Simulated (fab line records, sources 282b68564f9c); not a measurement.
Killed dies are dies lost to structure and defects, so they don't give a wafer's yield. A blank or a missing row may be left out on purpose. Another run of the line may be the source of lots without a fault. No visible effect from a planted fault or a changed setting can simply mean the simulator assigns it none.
fab line records / flow ritCmos
[record] lots = 6 wafers = 18 lastDay = 8
route steps=202 shown CONTACT@180 M1@184
lots that met no fault: from a run of the same line without faults
startH: hours from the record's opening day to when the first of the lot's shown wafers began / waitH: hours elapsed since this lot's preceding step / " same as the row above / L1.1+2: a single row standing in for several wafers / - value missing, or start not given / * or withheld: withheld / < > ~ a bound
route shown NAME@n: NAME is a module with steps in the file, n the number in the route of the first one / usual: mean and standard deviation over wafers with no fault / same: alike in all rows / chamber/n: place in a boat / sites: readings site by site / _std_site: standard deviation across them / _edge_site: the outer-site mean with the inner-site mean subtracted / radiusMm: how far each site lies from the wafer's centre / mask NAME#n: copy n / behind: tool/chamber where the wafer was last shaped / hold: what put the lot on hold/how long, in hours/how the hold closed / device: the n, p or np transistor that did not switch / end of line: the same wafers' tests at the end of the route / a step with no rows: only its recipe / killed: not the wafer's yield, but the dies lost to structure and defects at the first sort / map: dies across one wafer; x = killed, . = not, _ = none there
set.NAME: setting as actually run; set.NAME@STEP: the setting as run at that earlier step / model.NAME: the simulator's own value behind a step, which no gauge read
certain route steps with their lots: each step a table, each wafer a row
services: the hour from which a tool's chamber was out of use, counted from the record's first day as startH (under 0 if before that day), plus the number of hours and why
[[steps]]
[step RIT_CONTACT_STRIP_12]
[recipe] chemistry = O2 timeS = 180 resist = NOVOLAK platenTempC = withheld powerW = 500 pressureMtorr = 4000 o2FlowSccm = 4000
[usual] drypumpMotorCurrentA = 5.5/0.49
lot.wafer=L508.2 tool=plasmaAsher-02 chamber=1 startH=56.64 waitH=0.1 drypumpMotorCurrentA=5.9 rfHoursCounterH=44
lot.wafer=L508.5 tool=plasmaAsher-02 chamber=1 startH=56.64 waitH=0.1 drypumpMotorCurrentA=5.9 rfHoursCounterH=-
lot.wafer=L508.6 tool=plasmaAsher-02 chamber=0 startH=56.64 waitH=0.1 drypumpMotorCurrentA=6.5 rfHoursCounterH=-
lot.wafer=L509.1 tool=plasmaAsher-03 chamber=0 startH=61.36 waitH=0.1 drypumpMotorCurrentA=5.8 rfHoursCounterH=26
lot.wafer=L509.4 tool=plasmaAsher-03 chamber=0 startH=61.36 waitH=0.1 drypumpMotorCurrentA=5.8 rfHoursCounterH=-
lot.wafer=L509.5 tool=plasmaAsher-03 chamber=1 startH=61.36 waitH=0.1 drypumpMotorCurrentA=5.2 rfHoursCounterH=-
lot.wafer=L512.2 tool=plasmaAsher-03 chamber=1 startH=80.32 waitH=0.1 drypumpMotorCurrentA=5.3 rfHoursCounterH=29
lot.wafer=L512.3 tool=plasmaAsher-03 chamber=0 startH=80.32 waitH=0.1 drypumpMotorCurrentA=5.8 rfHoursCounterH=-
lot.wafer=L512.5 tool=plasmaAsher-03 chamber=1 startH=80.32 waitH=0.1 drypumpMotorCurrentA=5.3 rfHoursCounterH=-
lot.wafer=L515.1 tool=plasmaAsher-01 chamber=0 startH=92.14 waitH=0.1 drypumpMotorCurrentA=5.3 rfHoursCounterH=37
lot.wafer=L515.3 tool=plasmaAsher-01 chamber=0 startH=92.14 waitH=0.1 drypumpMotorCurrentA=5.3 rfHoursCounterH=-
lot.wafer=L515.4 tool=plasmaAsher-01 chamber=1 startH=92.14 waitH=0.1 drypumpMotorCurrentA=4.9 rfHoursCounterH=-
lot.wafer=L524.2 tool=plasmaAsher-02 chamber=1 startH=152.37 waitH=0.1 drypumpMotorCurrentA=5.9 rfHoursCounterH=3
lot.wafer=L524.4 tool=plasmaAsher-02 chamber=0 startH=152.37 waitH=0.1 drypumpMotorCurrentA=6.5 rfHoursCounterH=-
lot.wafer=L524.5 tool=plasmaAsher-02 chamber=0 startH=152.37 waitH=0.1 drypumpMotorCurrentA=6.5 rfHoursCounterH=-
lot.wafer=L530.3 tool=plasmaAsher-01 chamber=0 startH=186.87 waitH=0.2 drypumpMotorCurrentA=5.3 rfHoursCounterH=-
lot.wafer=L530.4 tool=plasmaAsher-01 chamber=1 startH=186.87 waitH=0.2 drypumpMotorCurrentA=4.9 rfHoursCounterH=-
lot.wafer=L530.5 tool=plasmaAsher-01 chamber=0 startH=186.87 waitH=0.2 drypumpMotorCurrentA=5.3 rfHoursCounterH=-
[step RIT_CONTACT_CD_MEAS_90]
[recipe] targetCdNm = 1000
[usual] cdNm = 999.7/2.2
lot.wafer=L508.2 tool=cdSem-01 chamber=- startH=56.83 waitH=0.1 cdNm=998.9
lot.wafer=L508.5 tool=cdSem-01 chamber=- startH=56.83 waitH=0.1 cdNm=998.1
lot.wafer=L508.6 tool=cdSem-01 chamber=- startH=56.83 waitH=0.1 cdNm=998.8
lot.wafer=L509.1 tool=cdSem-01 chamber=- startH=61.54 waitH=0.1 cdNm=1000.2
lot.wafer=L509.4 tool=cdSem-01 chamber=- startH=61.54 waitH=0.1 cdNm=1000.2
lot.wafer=L509.5 tool=cdSem-01 chamber=- startH=61.54 waitH=0.1 cdNm=1000.1
lot.wafer=L512.2 tool=cdSem-02 chamber=- startH=80.51 waitH=0.1 cdNm=996.6
lot.wafer=L512.3 tool=cdSem-02 chamber=- startH=80.51 waitH=0.1 cdNm=1000.7
lot.wafer=L512.5 tool=cdSem-02 chamber=- startH=80.51 waitH=0.1 cdNm=1000.4
lot.wafer=L515.1 tool=cdSem-01 chamber=- startH=92.31 waitH=0.1 cdNm=999.4
lot.wafer=L515.3 tool=cdSem-01 chamber=- startH=92.31 waitH=0.1 cdNm=996.9
lot.wafer=L515.4 tool=cdSem-01 chamber=- startH=92.31 waitH=0.1 cdNm=1001.7
lot.wafer=L524.2 tool=cdSem-01 chamber=- startH=152.56 waitH=0.1 cdNm=995.1
lot.wafer=L524.4 tool=cdSem-01 chamber=- startH=152.56 waitH=0.1 cdNm=997.0
lot.wafer=L524.5 tool=cdSem-01 chamber=- startH=152.56 waitH=0.1 cdNm=999.2
lot.wafer=L530.3 tool=cdSem-02 chamber=- startH=187.03 waitH=0.1 cdNm=997.0
lot.wafer=L530.4 tool=cdSem-02 chamber=- startH=187.03 waitH=0.1 cdNm=995.7
lot.wafer=L530.5 tool=cdSem-02 chamber=- startH=187.03 waitH=0.1 cdNm=996.0
[step RIT_CONTACT_CLEAN_13]
[recipe] chemistry = SC1 mix = 3:3:50 timeS = 600 tempC = 75
[step RIT_CONTACT_CLEAN_14]
[recipe] chemistry = SC2 mix = 3:3:50 timeS = 600 tempC = 75 dry = n2Spin
[step RIT_M1_SPUTTER_00]
[recipe] material = Al targetThkNm = 400 powerW = 2000 chamberPressurePa = 0.4 gas = Ar timeS = 500 substrateTempC = 25
[usual] throttleValvePct = 30.2/0.84
lot.wafer=L508.2 tool=pvdSputter-03 chamber=- startH=57.28 waitH=0.0 throttleValvePct=29.3
lot.wafer=L508.5 tool=pvdSputter-03 chamber=- startH=57.28 waitH=0.0 throttleValvePct=31.1
lot.wafer=L508.6 tool=pvdSputter-03 chamber=- startH=57.28 waitH=0.0 throttleValvePct=29.4
lot.wafer=L509.1 tool=pvdSputter-02 chamber=- startH=62.01 waitH=0.0 throttleValvePct=29.4
lot.wafer=L509.4 tool=pvdSputter-02 chamber=- startH=62.01 waitH=0.0 throttleValvePct=31.6
lot.wafer=L509.5 tool=pvdSputter-02 chamber=- startH=62.01 waitH=0.0 throttleValvePct=30.2
lot.wafer=L512.2 tool=pvdSputter-02 chamber=- startH=80.98 waitH=0.0 throttleValvePct=31.5
lot.wafer=L512.3 tool=pvdSputter-02 chamber=- startH=80.98 waitH=0.0 throttleValvePct=30.1
lot.wafer=L512.5 tool=pvdSputter-02 chamber=- startH=80.98 waitH=0.0 throttleValvePct=29.5
lot.wafer=L515.1 tool=pvdSputter-02 chamber=- startH=92.78 waitH=0.0 throttleValvePct=30.1
lot.wafer=L515.3 tool=pvdSputter-02 chamber=- startH=92.78 waitH=0.0 throttleValvePct=29.4
lot.wafer=L515.4 tool=pvdSputter-02 chamber=- startH=92.78 waitH=0.0 throttleValvePct=31.5
lot.wafer=L524.2 tool=pvdSputter-02 chamber=- startH=153.01 waitH=0.0 throttleValvePct=29.6
lot.wafer=L524.4 tool=pvdSputter-02 chamber=- startH=153.01 waitH=0.0 throttleValvePct=29.3
lot.wafer=L524.5 tool=pvdSputter-02 chamber=- startH=153.01 waitH=0.0 throttleValvePct=29.9
lot.wafer=L530.3 tool=pvdSputter-03 chamber=- startH=187.46 waitH=0.0 throttleValvePct=31.2
lot.wafer=L530.4 tool=pvdSputter-03 chamber=- startH=187.46 waitH=0.0 throttleValvePct=29.3
lot.wafer=L530.5 tool=pvdSputter-03 chamber=- startH=187.46 waitH=0.0 throttleValvePct=30.9
[step RIT_M1_RS_MEAS_01]
[recipe] thkMeasGauge = four-point-probe reads = Al_of_M1_SPUTTER_00
[usual] M1_AL_RS = 0.0739/0.00083
lot.wafer=L508.2 tool=filmMetro-03 chamber=- startH=57.60 waitH=0.2 M1_AL_RS[ohm/sq]=0.0744
lot.wafer=L508.5 tool=filmMetro-03 chamber=- startH=57.60 waitH=0.2 M1_AL_RS[ohm/sq]=0.0745
lot.wafer=L508.6 tool=filmMetro-03 chamber=- startH=57.60 waitH=0.2 M1_AL_RS[ohm/sq]=0.0744
lot.wafer=L509.1 tool=filmMetro-01 chamber=- startH=62.30 waitH=0.1 M1_AL_RS[ohm/sq]=0.0739
lot.wafer=L509.4 tool=filmMetro-01 chamber=- startH=62.30 waitH=0.1 M1_AL_RS[ohm/sq]=0.0740
lot.wafer=L509.5 tool=filmMetro-01 chamber=- startH=62.30 waitH=0.1 M1_AL_RS[ohm/sq]=0.0729
lot.wafer=L512.2 tool=filmMetro-04 chamber=- startH=81.29 waitH=0.2 M1_AL_RS[ohm/sq]=0.0742
lot.wafer=L512.3 tool=filmMetro-04 chamber=- startH=81.29 waitH=0.2 M1_AL_RS[ohm/sq]=0.0731
lot.wafer=L512.5 tool=filmMetro-04 chamber=- startH=81.29 waitH=0.2 M1_AL_RS[ohm/sq]=0.0740
lot.wafer=L515.1 tool=filmMetro-04 chamber=- startH=93.08 waitH=0.1 M1_AL_RS[ohm/sq]=0.0733
lot.wafer=L515.3 tool=filmMetro-04 chamber=- startH=93.08 waitH=0.1 M1_AL_RS[ohm/sq]=0.0745
lot.wafer=L515.4 tool=filmMetro-04 chamber=- startH=93.08 waitH=0.1 M1_AL_RS[ohm/sq]=0.0736
lot.wafer=L524.2 tool=filmMetro-01 chamber=- startH=153.33 waitH=0.2 M1_AL_RS[ohm/sq]=0.0750
lot.wafer=L524.4 tool=filmMetro-01 chamber=- startH=153.33 waitH=0.2 M1_AL_RS[ohm/sq]=0.0748
lot.wafer=L524.5 tool=filmMetro-01 chamber=- startH=153.33 waitH=0.2 M1_AL_RS[ohm/sq]=0.0751
lot.wafer=L530.3 tool=filmMetro-04 chamber=- startH=187.79 waitH=0.2 M1_AL_RS[ohm/sq]=0.0737
lot.wafer=L530.4 tool=filmMetro-04 chamber=- startH=187.79 waitH=0.2 M1_AL_RS[ohm/sq]=0.0735
lot.wafer=L530.5 tool=filmMetro-04 chamber=- startH=187.79 waitH=0.2 M1_AL_RS[ohm/sq]=0.0733
[step RIT_M1_THK_MEAS_02]
[recipe] thkMeasGauge = xrf reads = Al_of_M1_SPUTTER_00
[usual] M1_AL_THK = 395/4.9
lot.wafer=L508.2 tool=filmMetro-03 chamber=- startH=57.71 waitH=0.1 M1_AL_THK[nm]=394
lot.wafer=L508.5 tool=filmMetro-03 chamber=- startH=57.71 waitH=0.1 M1_AL_THK[nm]=395
lot.wafer=L508.6 tool=filmMetro-03 chamber=- startH=57.71 waitH=0.1 M1_AL_THK[nm]=391
lot.wafer=L509.1 tool=filmMetro-01 chamber=- startH=62.42 waitH=0.1 M1_AL_THK[nm]=399
lot.wafer=L509.4 tool=filmMetro-01 chamber=- startH=62.42 waitH=0.1 M1_AL_THK[nm]=397
lot.wafer=L509.5 tool=filmMetro-01 chamber=- startH=62.42 waitH=0.1 M1_AL_THK[nm]=405
lot.wafer=L512.2 tool=filmMetro-04 chamber=- startH=81.40 waitH=0.1 M1_AL_THK[nm]=391
lot.wafer=L512.3 tool=filmMetro-04 chamber=- startH=81.40 waitH=0.1 M1_AL_THK[nm]=399
lot.wafer=L512.5 tool=filmMetro-04 chamber=- startH=81.40 waitH=0.1 M1_AL_THK[nm]=394
lot.wafer=L515.1 tool=filmMetro-04 chamber=- startH=93.20 waitH=0.1 M1_AL_THK[nm]=397
lot.wafer=L515.3 tool=filmMetro-04 chamber=- startH=93.20 waitH=0.1 M1_AL_THK[nm]=389
lot.wafer=L515.4 tool=filmMetro-04 chamber=- startH=93.20 waitH=0.1 M1_AL_THK[nm]=394
lot.wafer=L524.2 tool=filmMetro-01 chamber=- startH=153.44 waitH=0.1 M1_AL_THK[nm]=390
lot.wafer=L524.4 tool=filmMetro-01 chamber=- startH=153.44 waitH=0.1 M1_AL_THK[nm]=394
lot.wafer=L524.5 tool=filmMetro-01 chamber=- startH=153.44 waitH=0.1 M1_AL_THK[nm]=390
lot.wafer=L530.3 tool=filmMetro-04 chamber=- startH=187.89 waitH=0.1 M1_AL_THK[nm]=396
lot.wafer=L530.4 tool=filmMetro-04 chamber=- startH=187.89 waitH=0.1 M1_AL_THK[nm]=398
lot.wafer=L530.5 tool=filmMetro-04 chamber=- startH=187.89 waitH=0.1 M1_AL_THK[nm]=396
[step RIT_M1_HMDS_03]
[recipe] primeTimeS = 60 primeTempC = 140
[step RIT_M1_COAT_04]
[recipe] resist = NOVOLAK spinRpm = 2000 resistThkNm = 1300
[step RIT_M1_SOFTBAKE_05]
[recipe] resist = NOVOLAK tempC = 90 timeS = 60
[step RIT_M1_EXPOSE_06]
[recipe] maskId = M12 na = 0.6 sourceShape = conventional sigmaOuter = 0.5 targetCdNm = 2600 doseMj = 250
[step RIT_M1_PEB_07]
[recipe] resist = NOVOLAK tempC = withheld timeS = withheld
[step RIT_M1_DEVELOP_08]
[recipe] resist = NOVOLAK developTimeS = 68 devTempC = 23
[usual] developerTempC = 23.01/0.11
lot.wafer=L508.2 tool=lithoTrack-04 chamber=0 startH=58 waitH=- developerTempC=22.96
lot.wafer=L508.5 tool=lithoTrack-04 chamber=0 startH=58 waitH=- developerTempC=23.17
lot.wafer=L508.6 tool=lithoTrack-04 chamber=0 startH=58 waitH=- developerTempC=23.00
lot.wafer=L509.1 tool=lithoTrack-02 chamber=0 startH=63 waitH=- developerTempC=23.03
lot.wafer=L509.4 tool=lithoTrack-02 chamber=0 startH=63 waitH=- developerTempC=22.75
lot.wafer=L509.5 tool=lithoTrack-02 chamber=0 startH=63 waitH=- developerTempC=22.95
lot.wafer=L512.2 tool=lithoTrack-02 chamber=0 startH=82 waitH=- developerTempC=22.27
lot.wafer=L512.3 tool=lithoTrack-02 chamber=0 startH=82 waitH=- developerTempC=22.31
lot.wafer=L512.5 tool=lithoTrack-02 chamber=0 startH=82 waitH=- developerTempC=22.31
lot.wafer=L515.1 tool=lithoTrack-02 chamber=0 startH=94 waitH=- developerTempC=22.16
lot.wafer=L515.3 tool=lithoTrack-02 chamber=0 startH=94 waitH=- developerTempC=21.99
lot.wafer=L515.4 tool=lithoTrack-02 chamber=0 startH=94 waitH=- developerTempC=22.13
lot.wafer=L524.2 tool=lithoTrack-04 chamber=0 startH=154 waitH=- developerTempC=23.03
lot.wafer=L524.4 tool=lithoTrack-04 chamber=0 startH=154 waitH=- developerTempC=23.04
lot.wafer=L524.5 tool=lithoTrack-04 chamber=0 startH=154 waitH=- developerTempC=23.02
lot.wafer=L530.3 tool=lithoTrack-02 chamber=0 startH=188 waitH=- developerTempC=23.17
lot.wafer=L530.4 tool=lithoTrack-02 chamber=0 startH=188 waitH=- developerTempC=22.97
lot.wafer=L530.5 tool=lithoTrack-02 chamber=0 startH=188 waitH=- developerTempC=23.17
[step RIT_M1_CD_MEAS_09]
[recipe] targetCdNm = 2600
[usual] cdNm = 2599.7/2
lot.wafer=L508.2 tool=cdSem-02 chamber=- startH=58.78 waitH=- cdNm=2601.0
lot.wafer=L508.5 tool=cdSem-02 chamber=- startH=58.78 waitH=- cdNm=2601.0
lot.wafer=L508.6 tool=cdSem-02 chamber=- startH=58.78 waitH=- cdNm=2602.2
lot.wafer=L509.1 tool=cdSem-01 chamber=- startH=63.36 waitH=- cdNm=2601.9
lot.wafer=L509.4 tool=cdSem-01 chamber=- startH=63.36 waitH=- cdNm=2600.8
lot.wafer=L509.5 tool=cdSem-01 chamber=- startH=63.36 waitH=- cdNm=2602.0
lot.wafer=L512.2 tool=cdSem-01 chamber=- startH=82.37 waitH=- cdNm=2597.9
lot.wafer=L512.3 tool=cdSem-01 chamber=- startH=82.37 waitH=- cdNm=2600.9
lot.wafer=L512.5 tool=cdSem-01 chamber=- startH=82.37 waitH=- cdNm=2599.1
lot.wafer=L515.1 tool=cdSem-02 chamber=- startH=94.31 waitH=- cdNm=2599.0
lot.wafer=L515.3 tool=cdSem-02 chamber=- startH=94.31 waitH=- cdNm=2598.0
lot.wafer=L515.4 tool=cdSem-02 chamber=- startH=94.31 waitH=- cdNm=2598.5
lot.wafer=L524.2 tool=cdSem-01 chamber=- startH=154.39 waitH=- cdNm=2598.9
lot.wafer=L524.4 tool=cdSem-01 chamber=- startH=154.39 waitH=- cdNm=2598.6
lot.wafer=L524.5 tool=cdSem-01 chamber=- startH=154.39 waitH=- cdNm=2599.7
lot.wafer=L530.3 tool=cdSem-02 chamber=- startH=188.98 waitH=- cdNm=2597.4
lot.wafer=L530.4 tool=cdSem-02 chamber=- startH=188.98 waitH=- cdNm=2599.0
lot.wafer=L530.5 tool=cdSem-02 chamber=- startH=188.98 waitH=- cdNm=2598.1
[step RIT_M1_PROBE_99]
[usual] defectLimitedYield = 97.2/1.2 killedAtContacts = 0.1/0.27 killedAtFrontEnd = 7/3.1 killedDies = 7/3.2 killedOpen = 3.8/2.1 killedShort = 3.6/2 sort_bin_3_pad_short = 0.1/0.22 sort_bin_5_function = 1.7/0.8 sort_bin_6_memory = 1.0/0.64 sortNPass = 257/3.2 sortYieldPct = 97.2/1.2
[same] grossDies = 264 killed_at_M0_to_M3 = 0 killed_at_M4_up = 0 killedAtBackSide = 0 killedAtOther = 0
lot.wafer=L508.2 tool=prober-01 chamber=- startH=61.47 waitH=0.1 defectLimitedYield[%]=97.7 killedAtContacts=0 killedAtFrontEnd=6 killedDies=6 killedOpen=3 killedShort=3 sort_bin_3_pad_short[%]=0 sort_bin_5_function[%]=1.1 sort_bin_6_memory[%]=1.1 sortNPass=258 sortYieldPct[%]=97.7
lot.wafer=L508.5 tool=prober-01 chamber=- startH=61.62 waitH=0.2 defectLimitedYield[%]=95.8 killedAtContacts=1 killedAtFrontEnd=10 killedDies=11 killedOpen=6 killedShort=5 sort_bin_3_pad_short[%]=0.4 sort_bin_5_function[%]=3.0 sort_bin_6_memory[%]=0.8 sortNPass=253 sortYieldPct[%]=95.8
lot.wafer=L508.6 tool=prober-01 chamber=- startH=61.67 waitH=0.2 defectLimitedYield[%]=97.3 killedAtContacts=0 killedAtFrontEnd=7 killedDies=7 killedOpen=4 killedShort=3 sort_bin_3_pad_short[%]=0.4 sort_bin_5_function[%]=1.5 sort_bin_6_memory[%]=0.8 sortNPass=257 sortYieldPct[%]=97.3
lot.wafer=L512.2 tool=prober-01 chamber=- startH=85.30 waitH=0.1 defectLimitedYield[%]=97.7 killedAtContacts=0 killedAtFrontEnd=6 killedDies=6 killedOpen=4 killedShort=2 sort_bin_3_pad_short[%]=0 sort_bin_5_function[%]=1.1 sort_bin_6_memory[%]=1.1 sortNPass=258 sortYieldPct[%]=97.7
lot.wafer=L512.3 tool=prober-01 chamber=- startH=85.35 waitH=0.2 defectLimitedYield[%]=98.1 killedAtContacts=1 killedAtFrontEnd=4 killedDies=5 killedOpen=3 killedShort=2 sort_bin_3_pad_short[%]=0 sort_bin_5_function[%]=1.1 sort_bin_6_memory[%]=0.8 sortNPass=259 sortYieldPct[%]=98.1
lot.wafer=L512.5 tool=prober-01 chamber=- startH=85.45 waitH=0.2 defectLimitedYield[%]=97.3 killedAtContacts=0 killedAtFrontEnd=7 killedDies=7 killedOpen=4 killedShort=3 sort_bin_3_pad_short[%]=0 sort_bin_5_function[%]=1.9 sort_bin_6_memory[%]=0.8 sortNPass=257 sortYieldPct[%]=97.3
lot.wafer=L515.1 tool=prober-02 chamber=- startH=97.01 waitH=0.1 defectLimitedYield[%]=97.3 killedAtContacts=0 killedAtFrontEnd=7 killedDies=7 killedOpen=4 killedShort=3 sort_bin_3_pad_short[%]=0.4 sort_bin_5_function[%]=1.5 sort_bin_6_memory[%]=0.8 sortNPass=257 sortYieldPct[%]=97.3
lot.wafer=L515.3 tool=prober-02 chamber=- startH=97.11 waitH=0.2 defectLimitedYield[%]=95.5 killedAtContacts=0 killedAtFrontEnd=12 killedDies=12 killedOpen=6 killedShort=6 sort_bin_3_pad_short[%]=0 sort_bin_5_function[%]=1.9 sort_bin_6_memory[%]=2.7 sortNPass=252 sortYieldPct[%]=95.5
lot.wafer=L515.4 tool=prober-02 chamber=- startH=97.16 waitH=0.2 defectLimitedYield[%]=97.0 killedAtContacts=0 killedAtFrontEnd=8 killedDies=8 killedOpen=3 killedShort=5 sort_bin_3_pad_short[%]=0.8 sort_bin_5_function[%]=1.1 sort_bin_6_memory[%]=1.1 sortNPass=256 sortYieldPct[%]=97.0
lot.wafer=L524.2 tool=prober-02 chamber=- startH=157.47 waitH=0.1 defectLimitedYield[%]=99.2 killedAtContacts=0 killedAtFrontEnd=2 killedDies=2 killedOpen=0 killedShort=2 sort_bin_3_pad_short[%]=0 sort_bin_5_function[%]=0.4 sort_bin_6_memory[%]=0.4 sortNPass=262 sortYieldPct[%]=99.2
lot.wafer=L524.4 tool=prober-02 chamber=- startH=157.57 waitH=0.2 defectLimitedYield[%]=97.0 killedAtContacts=0 killedAtFrontEnd=8 killedDies=8 killedOpen=6 killedShort=2 sort_bin_3_pad_short[%]=0 sort_bin_5_function[%]=1.9 sort_bin_6_memory[%]=1.1 sortNPass=256 sortYieldPct[%]=97.0
lot.wafer=L524.5 tool=prober-02 chamber=- startH=157.62 waitH=0.2 defectLimitedYield[%]=99.2 killedAtContacts=0 killedAtFrontEnd=2 killedDies=2 killedOpen=1 killedShort=1 sort_bin_3_pad_short[%]=0 sort_bin_5_function[%]=0.8 sort_bin_6_memory[%]=0 sortNPass=262 sortYieldPct[%]=99.2
// killed by level:class
L508.2 GATE:geometricParticle:short=3 GATE:geometricParticle:open=1 REOX:geometricParticle:open=1 SPACER:geometricParticle:open=1
L508.5 GATE:geometricParticle:open=2 REOX:geometricParticle:open=2 FOX1:geometricParticle:short=1 FOX1:geometricParticle:open=1 FOX2:geometricParticle:short=1 GATE:geometricParticle:short=1 SPACER:geometricParticle:short=1 SILICIDE:geometricParticle:open=1
L508.6 GATE:geometricParticle:open=2 REOX:geometricParticle:short=2 FOX1:geometricParticle:open=1 FOX2:geometricParticle:open=1 SPACER:geometricParticle:short=1
L512.2 GATE:geometricParticle:open=1 GATE:geometricParticle:short=1 REOX:geometricParticle:open=1 SPACER:geometricParticle:open=1 SPACER:geometricParticle:short=1 SILICIDE:geometricParticle:open=1
L512.3 ACTIVE:geometricParticle:open=1 FOX2:geometricParticle:short=1 GATE:geometricParticle:short=1 REOX:geometricParticle:open=1 CONTACT:geometricParticle:open=1
L512.5 FOX2:geometricParticle:short=2 GATE:geometricParticle:open=2 SPACER:geometricParticle:open=1 GATE:geometricParticle:short=1 SILICIDE:geometricParticle:open=1
L515.1 FOX1:geometricParticle:short=2 FOX1:geometricParticle:open=1 FOX2:geometricParticle:open=1 GATE:geometricParticle:open=1 REOX:geometricParticle:open=1 REOX:geometricParticle:short=1
L515.3 FOX1:geometricParticle:open=2 SPACER:geometricParticle:open=2 SPACER:geometricParticle:short=2 FOX1:geometricParticle:short=1 GATE:geometricParticle:short=1 REOX:geometricParticle:open=1 REOX:geometricParticle:short=1 SILICIDE:geometricParticle:short=1
L515.4 GATE:geometricParticle:short=4 REOX:geometricParticle:open=2 GATE:geometricParticle:open=1 SPACER:geometricParticle:short=1
L524.2 FOX1:geometricParticle:short=1 GATE:geometricParticle:short=1
L524.4 REOX:geometricParticle:open=2 FOX2:geometricParticle:open=1 GATE:geometricParticle:short=1 GATE:geometricParticle:open=1 REOX:geometricParticle:short=1 SPACER:geometricParticle:open=1 SILICIDE:geometricParticle:open=1
L524.5 FOX2:geometricParticle:open=1 REOX:geometricParticle:short=1
[[services]]
tool=plasmaAsher-03 chamber=- startH=54.35 hours=4.3 kind=repair
tool=plasmaAsher-01 chamber=- startH=54.84 hours=6.3 kind=repair
tool=pvdSputter-03 chamber=- startH=58.43 hours=1.1 kind=repair
tool=pvdSputter-02 chamber=- startH=70.88 hours=4.7 kind=repair
tool=plasmaAsher-02 chamber=- startH=108.75 hours=9.0 kind=pm
tool=plasmaAsher-02 chamber=0 startH=108.75 hours=9.0 kind=ventCycle
tool=plasmaAsher-02 chamber=1 startH=108.75 hours=9.0 kind=ventCycle
tool=pvdSputter-03 chamber=- startH=113.26 hours=11.7 kind=repair
tool=plasmaAsher-02 chamber=0 startH=117.75 hours=- kind=clean
tool=plasmaAsher-02 chamber=1 startH=117.75 hours=- kind=clean
tool=plasmaAsher-02 chamber=- startH=180.85 hours=0.5 kind=repair
[[key]]
[firstSign] step = RIT_M1_DEVELOP_08 reading = developerTempC direction = down sigmas = 7.5 usual = * struck = *
effect none on later readings
metAt RIT_M1_DEVELOP_08
struckWafers L512.2,L512.3,L512.5,L515.1,L515.3,L515.4
onsetBetween 63 82
[fault] kind = processParameterDrift tool = lithoTrack-02 chamber = - onsetH = 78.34 steps = RIT_M1_DEVELOP_08 channel = devTempC offset = * shape = step endH = 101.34 actsIn = * stated = *
